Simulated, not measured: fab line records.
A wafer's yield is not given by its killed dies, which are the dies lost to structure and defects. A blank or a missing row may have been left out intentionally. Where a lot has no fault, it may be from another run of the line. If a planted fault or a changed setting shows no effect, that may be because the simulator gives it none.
Which tool was responsible? -- flow rit_cmos -- 45 wafers from 15 lots sampled at 5 of the route's 202 steps

## WHAT THE GAUGES READ, wafer by wafer
RIT_NSD_TW_MEAS_10.
lot,measured,on,NSD_TW
L968,day 2 23:40,film_metro-04,3101 3088 3103
L969,day 3 03:50,film_metro-02,3090 3083 3088
L970,day 3 09:52,film_metro-02,3098 3100 3097
L971,day 3 15:22,film_metro-02,3106 3109 3102
L975,day 4 13:50,film_metro-04,3094 3084 3095
L976,day 4 16:55,film_metro-04,3103 3102 3096
L977,day 4 21:13,film_metro-01,3148 3176 3160
L980,day 5 10:23,film_metro-01,3164 3144 3155
L981,day 5 18:38,film_metro-04,3090 3074 3082
L982,day 5 21:11,film_metro-02,3098 3093 3114
L983,day 6 02:46,film_metro-04,3119 3138 3106
L986,day 6 21:47,film_metro-02,3118 3130 3136
L987,day 7 02:25,film_metro-01,3166 3173 3187
L989,day 7 14:37,film_metro-04,3108 3100 3091
L990,day 7 16:32,film_metro-02,3119 3133 3128

RIT_SILICIDE_RS_MEAS_02: uses a four-point probe to measure.
lot,measured,on,SILICIDE_TI_RS (ohm/sq)
L968,day 3 02:22,film_metro-02,49.0 49.1 49.1
L969,day 3 06:40,film_metro-02,47.8 47.3 47.7
L970,day 3 12:33,film_metro-03,46.5 47.3 46.8
L971,day 3 17:55,film_metro-02,46.1 46.6 46.6
L975,day 4 16:27,film_metro-02,47.0 46.9 46.8
L976,day 4 19:38,film_metro-04,47.8 47.5 47.6
L977,day 4 23:48,film_metro-02,46.8 47.2 46.9
L980,day 5 12:58,film_metro-02,- - -
L981,day 5 21:19,film_metro-02,- - -
L982,day 5 23:44,film_metro-03,- - -
L983,day 6 05:31,film_metro-02,48.3 48.5 48.7
L986,day 7 00:23,film_metro-03,48.0 48.1 49.0
L987,day 7 04:59,film_metro-04,48.1 48.4 47.3
L989,day 7 17:29,film_metro-04,49.5 48.7 48.8
L990,day 7 19:07,film_metro-02,48.8 48.6 47.9

RIT_SILICIDE_THK_MEAS_03: measures by xrf.
lot,measured,on,SILICIDE_TI_THK (nm)
L968,day 3 02:29,film_metro-02,29.1 29.1 29.1
L969,day 3 06:46,film_metro-02,29.8 30.1 29.7
L970,day 3 12:40,film_metro-03,30.4 30.1 30.3
L971,day 3 18:02,film_metro-02,30.6 30.4 30.3
L975,day 4 16:34,film_metro-02,30.2 30.1 30.2
L976,day 4 19:46,film_metro-04,29.7 29.7 29.6
L977,day 4 23:55,film_metro-02,30.3 30.0 30.1
L980,day 5 13:05,film_metro-02,<0.0 <0.0 <0.0
L981,day 5 21:26,film_metro-02,<0.0 <0.0 <0.0
L982,day 5 23:51,film_metro-03,<0.0 <0.0 <0.0
L983,day 6 05:37,film_metro-02,29.7 29.6 29.4
L986,day 7 00:31,film_metro-03,29.7 29.6 29.4
L987,day 7 05:07,film_metro-04,29.4 29.3 29.7
L989,day 7 17:37,film_metro-04,28.8 29.1 29.2
L990,day 7 19:14,film_metro-02,29.3 29.3 29.9

## TOOL THAT RAN EACH LOT (tool first, then ch and the chambers of the sampled wafers, then the start)
lot,RIT_NSD_STRIP_09,RIT_SILICIDE_SPUTTER_01
L968,"plasma_asher-04 ch 0,1, day 2 23:29","pvd_sputter-03, day 3 02:12"
L969,"plasma_asher-04 ch 0,1, day 3 03:42","pvd_sputter-01, day 3 06:29"
L970,"plasma_asher-03 ch 0,1, day 3 09:41","pvd_sputter-02, day 3 12:23"
L971,"plasma_asher-04 ch 0,1, day 3 15:11","pvd_sputter-02, day 3 17:46"
L975,"plasma_asher-02 ch 0,1, day 4 13:39","pvd_sputter-02, day 4 16:18"
L976,"plasma_asher-03 ch 0,1, day 4 16:44","pvd_sputter-03, day 4 19:29"
L977,"plasma_asher-04 ch 0,1, day 4 21:02","pvd_sputter-02, day 4 23:38"
L980,"plasma_asher-03 ch 0,1, day 5 10:13","pvd_sputter-01, day 5 12:49"
L981,"plasma_asher-04 ch 0,1, day 5 18:28","pvd_sputter-03, day 5 21:10"
L982,"plasma_asher-04 ch 0, day 5 20:59","pvd_sputter-01, day 5 23:34"
L983,"plasma_asher-03 ch 0,1, day 6 02:34","pvd_sputter-03, day 6 05:20"
L986,"plasma_asher-02 ch 0,1, day 6 21:36","pvd_sputter-01, day 7 00:14"
L987,"plasma_asher-02 ch 0,1, day 7 02:15","pvd_sputter-03, day 7 04:50"
L989,"plasma_asher-03 ch 0,1, day 7 14:27","pvd_sputter-03, day 7 17:20"
L990,"plasma_asher-04 ch 0,1, day 7 16:20","pvd_sputter-01, day 7 18:57"
- RIT_NSD_STRIP_09: strips in O2, time 180 s.
- RIT_SILICIDE_SPUTTER_01: material Ti, target thk 30 nm, time 240 s.

## WHAT THE TOOLS THEMSELVES READ (means of the sampled wafers that have a number; where no wafer has one, the mark that the record gives instead)
RIT_NSD_STRIP_09.
lot,tool,drypump_motor_current_A (A)
L968,plasma_asher-04,5.46
L969,plasma_asher-04,5.59
L970,plasma_asher-03,5.54
L971,plasma_asher-04,5.57
L975,plasma_asher-02,5.82
L976,plasma_asher-03,5.55
L977,plasma_asher-04,5.46
L980,plasma_asher-03,5.24
L981,plasma_asher-04,5.46
L982,plasma_asher-04,5.70
L983,plasma_asher-03,5.25
L986,plasma_asher-02,5.84
L987,plasma_asher-02,5.82
L989,plasma_asher-03,5.51
L990,plasma_asher-04,5.45

RIT_SILICIDE_SPUTTER_01.
lot,tool,cathode_dc_power_W (W),chamber_pressure_pa (Pa),substrate_temp_c (C),throttle_valve_pct (%)
L968,pvd_sputter-03,350.02,0.6681,25.04,30.2
L969,pvd_sputter-01,350.00,0.6668,25.08,30.4
L970,pvd_sputter-02,349.98,0.6676,25.04,30.7
L971,pvd_sputter-02,350.03,0.6674,25.04,30.3
L975,pvd_sputter-02,349.97,0.6682,24.97,29.8
L976,pvd_sputter-03,350.02,0.6669,25.02,29.7
L977,pvd_sputter-02,349.99,0.6653,25.11,30.1
L980,pvd_sputter-01,-,-,-,-
L981,pvd_sputter-03,-,-,-,-
L982,pvd_sputter-01,-,-,-,-
L983,pvd_sputter-03,350.02,0.6675,24.91,29.2
L986,pvd_sputter-01,349.93,0.6676,25.00,30.7
L987,pvd_sputter-03,350.00,0.6668,24.93,29.7
L989,pvd_sputter-03,350.02,0.6667,24.84,29.4
L990,pvd_sputter-01,349.96,0.6660,24.96,30.1

## THE ANSWER, worked out from the rows above alone
Rule: the usual values come from the lots themselves. The widest of any qualifying gaps counts: lots, ordered by their means at a reading, are off when they make up no more than a third of the lots, leave a main group of 4 or more, and stand apart from it by 3 or more times the standard deviation of that group's means. A main group is skipped when, at the precision printed for the reading in the tables above, its means are all equal. Also off: a lot with no number at a reading for which 4 or more lots have one. Any other lot the step has rows for is counted as sound. First the gauges in route order, then the tools' own readings, where a lot's mean is used as printed above. The first step at which some lot is off is used, and at that step the reading that is off furthest; a lot without a number counts as furthest.
Off: L980, L981, L982, seen at RIT_SILICIDE_RS_MEAS_02 (SILICIDE_TI_RS). Without a number there: L980, L981, L982. For the main group the mean is 47.8 ohm/sq and the standard deviation 0.85.
If a tool, at a process step before that reading, ran all the lots that are off and no sound lot after the first of them, it fits. The gauges at RIT_SILICIDE_RS_MEAS_02 aren't tried: what is off there is off at RIT_SILICIDE_SPUTTER_01 too, on other tools, and a gauge's error can't cause that. None of those tried fits.

## WHAT THE SIMULATOR PUT IN
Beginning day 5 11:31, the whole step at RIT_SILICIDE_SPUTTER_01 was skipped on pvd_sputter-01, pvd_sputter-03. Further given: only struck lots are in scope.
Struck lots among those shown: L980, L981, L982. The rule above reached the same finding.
